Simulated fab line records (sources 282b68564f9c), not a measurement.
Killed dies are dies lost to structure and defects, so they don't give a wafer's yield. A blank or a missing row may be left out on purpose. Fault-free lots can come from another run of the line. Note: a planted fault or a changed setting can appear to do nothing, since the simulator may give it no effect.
Code-filled problem report in 8D (eight disciplines) form    flow rit-cmos    the parts of the form that need people (team, actions taken, sign-off) are left out

== 1. WHAT IS WRONG ==
Mean of oes-product-au at RIT_SPACER_ETCHBACK_05: 0.915 a.u. across 2 wafers in 2 lots; on wafers with no fault it is 0.851 a.u. (standard deviation 0.011). That puts it +5.8 standard deviations away from the usual mean.
The step: etches Si3N4 in SF6/CHF3, stops on SiO2, target depth 250 nm, time 240 s.
Earliest sighting: wafer L905.3 on rie-diel-03 at day 5 14:04. At this step, 18 wafers from 6 lots have a number in the record. The rule behind "out" and "out of limits": a value lying over 4 standard deviations away from the usual mean. Any other wafer with a number is counted as sound.

== 2. WHAT IT IS; WHAT IT IS NOT ==
question                     is                is not
which readings at this step  oes-product-au    drypump-motor-current-A, rf-fwd-power-W, throttle-valve-pct
which lots                   L905, L908        L896, L898, L911, L915
which wafers of those lots   L905.3, L908.5    L905.1, L905.5, L908.1, L908.4
read on which tools          rie-diel-03       rie-diel-02
when                         from day 5 14:04  up to then (8 sound wafers); but 8 sound wafers of L908, L911, L915 came after

== 3. WHAT RULES OUT EACH SUSPECT ==
Counting: a tool at a process step up to the reading stays a suspect if it ran every lot that is out. Sound lots after the first of them don't rule it out here, since some wafers of a struck lot are sound.
- plasma-asher-03 at RIT_PLDD_STRIP_09 (strips in O2, time 180 s): kept. It processed each lot that is out (first: L905, day 5 11:29); up to then, its last sound lot is L898 (day 4 10:16).
- rie-diel-03 at RIT_SPACER_ETCHBACK_05 (etches Si3N4 in SF6/CHF3, stops on SiO2, target depth 250 nm, time 240 s): kept. It processed each lot that is out (first: L905, day 5 14:04); up to then, its last sound lot is L896 (day 4 02:15). On those wafers its own readings are out: oes-product-au.
- At RIT_SPACER_ETCHBACK_05, inside rie-diel-03: chamber 3 took the wafers that are out, while their sound lot-mates went through chambers 0, 1, 2.
The count leaves rie-diel-03 at RIT_SPACER_ETCHBACK_05 and plasma-asher-03 at RIT_PLDD_STRIP_09.

== 4. THE CAUSE (what the simulator had put in) ==
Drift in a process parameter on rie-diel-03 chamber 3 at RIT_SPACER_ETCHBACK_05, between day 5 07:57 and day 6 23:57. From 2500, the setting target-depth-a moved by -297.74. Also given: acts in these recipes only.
2 suspects survive the count, and this tool is in that group.

== 5. THE CHAIN OF EFFECTS, in route order ==
Each row: a reading where the mean over the struck wafers with a number is more than 3 standard deviations away from the usual. Only readings whose record carries a usual standard deviation are examined. hours: median over the lots of the time between each lot's start at the first step of this table that gives one and its start at this step. sigmas: the change, counted in usual standard deviations.
hours  step                    reading         usual       on struck wafers  change  sigmas
0      RIT_SPACER_ETCHBACK_05  oes-product-au  0.851 a.u.  0.915             +0.064  +5.8
Process steps it contains:
- RIT_SPACER_ETCHBACK_05: etches Si3N4 in SF6/CHF3, stops on SiO2, target depth 250 nm, time 240 s.
At these later measuring or inspecting steps, every struck wafer for which the step has a row has a number for every such reading, and none has moved that far: RIT_NSD_OVL_MEAS_06, RIT_NSD_TW_MEAS_10, RIT_PSD_OVL_MEAS_06, RIT_PSD_TW_MEAS_10, RIT_SDANNEAL_RS_MEAS_04, RIT_SDANNEAL_RS_MEAS_05, RIT_SDANNEAL_RS_MEAS_06.

== 6. HOW IT WOULD HAVE BEEN CAUGHT EARLIER ==
6 hours passed between the start of the fault at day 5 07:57 and the first reading out of limits in this record, taken at day 5 14:04.
